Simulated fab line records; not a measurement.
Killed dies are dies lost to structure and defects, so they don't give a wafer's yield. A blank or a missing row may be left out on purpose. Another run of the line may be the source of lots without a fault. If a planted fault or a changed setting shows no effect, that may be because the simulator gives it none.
A struck lot beside a sound one	flow berkeley-cmos170	14 steps out of a route of 331
Sound: these wafers, L443.2, L443.3, L443.6. Wafers struck: L438.3, L438.4, L438.6. Last of all comes the cause.
Each step with rows lists, per side, the tool, then ch with its chambers, then its first start. Under that, the readings that differ: sound wafers	struck wafers	difference of the means	sigmas: that difference in standard deviations of wafers without a fault.
alike: words and numbers the same on both sides, and readings whose means are apart by under 2 such deviations; not compared: readings that were withheld, readings missing a value for some wafer, numbers with overlapping values and no deviation given by the record, and bounds like >300 which may hide the same value.
The two part at a step that has a row with sigmas, a row that says differs or no value, or rows on one side only. When numbers do not overlap yet have no deviation, they are printed without sigmas and do not part them. Lack of a reading on every wafer of one side parts them only where that side has two or more wafers.

UCB170_PSD_PEB_04:
  sound on litho-track-04 ch 0, day 7 08:19; struck on litho-track-04 ch 0, day 6 08:14
  alike: chill-plate-temp-C, exhaust-pa, plate-sensor-t-centre-C, plate-sensor-t-edge-C
then, 1 step without rows for these wafers: UCB170_PSD_DEVELOP_05 (develop time 45 s).
UCB170_PSD_CD_MEAS_06 targets a cd of 1200 nm.
  sound: cd-sem-01 at day 7 08:35; struck: cd-sem-01 at day 6 08:30
  alike: cd-nm
UCB170_PSD_OVL_MEAS_07:
  sound: overlay-02 at day 7 08:41; struck: overlay-01 at day 6 08:36
  alike: PSD_OVL
following that, these wafers have no rows for 1 step: UCB170_PSD_IMPLANT_08.
UCB170_PSD_STRIP_09: strips in O2.
  sound on plasma-asher-02 ch 0,1, day 7 08:52; struck on plasma-asher-02 ch 0,1, day 6 08:48
reading	sound	struck	difference	sigmas
strip-time-to-endpoint-s (s)	29.43 29.48 29.41	29.26 29.20 29.21	-0.22	-3
  alike: drypump-motor-current-A, oes-product-au
  not compared: rf-hours-counter-h
UCB170_PSD_TW_MEAS_10:
  sound: film-metro-01 at day 7 08:59; struck: film-metro-01 at day 6 08:53
  alike: PSD_TW
then, 5 steps without rows for these wafers: UCB170_PSD_CLEAN_11 (cleans in SPM, time 600 s); UCB170_NSD_HMDS_00 (prime time 60 s); UCB170_NSD_COAT_01 (resist thk 900 nm); UCB170_NSD_SOFTBAKE_02 (time 57.93 s); UCB170_NSD_EXPOSE_03 (exposes mask NSELECT MOD, target cd 1200 nm).
UCB170_NSD_PEB_04:
  struck on litho-track-01, day 6 10:07; sound on litho-track-01 ch 0, day 7 09:56
  no value came back on the struck wafers for chill-plate-temp-C (C), exhaust-pa (Pa); on the sound wafers chill-plate-temp-C (C) reads 23.14 23.00 23.01
then, 1 step without rows for these wafers: UCB170_NSD_DEVELOP_05 (develop time 45 s).

== WHERE THEY PART ==
First at UCB170_PSD_STRIP_09; last, within this record, at UCB170_NSD_PEB_04.

WHY: what the simulator had put in
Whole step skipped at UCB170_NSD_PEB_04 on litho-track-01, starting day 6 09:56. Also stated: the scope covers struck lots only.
